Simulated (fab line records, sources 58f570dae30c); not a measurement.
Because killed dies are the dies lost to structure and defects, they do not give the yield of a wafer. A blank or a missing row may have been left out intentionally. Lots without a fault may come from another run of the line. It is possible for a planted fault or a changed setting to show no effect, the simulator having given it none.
Chamber matching / flow berkeley cmos170 / UCB170_NSD_CLEAN_11 on wet bench-04: 3 sister chambers
The step cleans in SPM, time 600 s. 6 wafers are shown with their chamber, then 5 later ones without.

## WAFERS, EACH WITH ITS CHAMBER
wafer=L269.2; chamber=2; bath guard temp C (C)=120.1; bath heat duty pct (%)=12.8
wafer=L269.3; chamber=2; bath guard temp C (C)=120.3; bath heat duty pct (%)=13.1
wafer=L284.5; chamber=3; bath guard temp C (C)=119.2; bath heat duty pct (%)=16.8
wafer=L284.6; chamber=3; bath guard temp C (C)=119.5; bath heat duty pct (%)=15.7
wafer=L285.6; chamber=0; bath guard temp C (C)=119.6; bath heat duty pct (%)=13.2
wafer=L292.2; chamber=0; bath guard temp C (C)=119.8; bath heat duty pct (%)=15.1

## WAFERS WHOSE CHAMBER IS MISSING
wafer=L292.3; bath guard temp C (C)=119.3; bath heat duty pct (%)=13.8
wafer=L292.6; bath guard temp C (C)=119.2; bath heat duty pct (%)=12.6
wafer=L291.1; bath guard temp C (C)=119.1; bath heat duty pct (%)=14.0
wafer=L291.2; bath guard temp C (C)=119.5; bath heat duty pct (%)=13.7
wafer=L291.4; bath guard temp C (C)=119.7; bath heat duty pct (%)=14.5

## CHAMBER TAKEN BY EACH
wafer=L292.3; from the rows above=can't be placed: 0 or 3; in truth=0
wafer=L292.6; from the rows above=can't be placed: 0 or 3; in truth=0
wafer=L291.1; from the rows above=can't be placed: 3 or 0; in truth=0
wafer=L291.2; from the rows above=can't be placed: 0 or 3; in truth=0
wafer=L291.4; from the rows above=0; in truth=0
Correctly placed: 1 of 5. From these rows, 4 cannot be placed; in 4 the true chamber is one of the candidates. Placed wrongly: 0.
How it was worked out, from the rows above alone: a wafer's distance from a chamber is the root of the sum, over the readings, of the square of ((its reading less the chamber's mean) divided by the reading's scatter). If the next closest chamber is less than 2 further off than the closest, the wafer can't be placed; otherwise it belongs to the closest. For every chamber, the mean is computed from those of its wafers that are shown. The scatter is the square root of a quotient: the sum, over the shown wafers, of each reading's squared deviation from its chamber's mean, divided by wafers minus chambers.
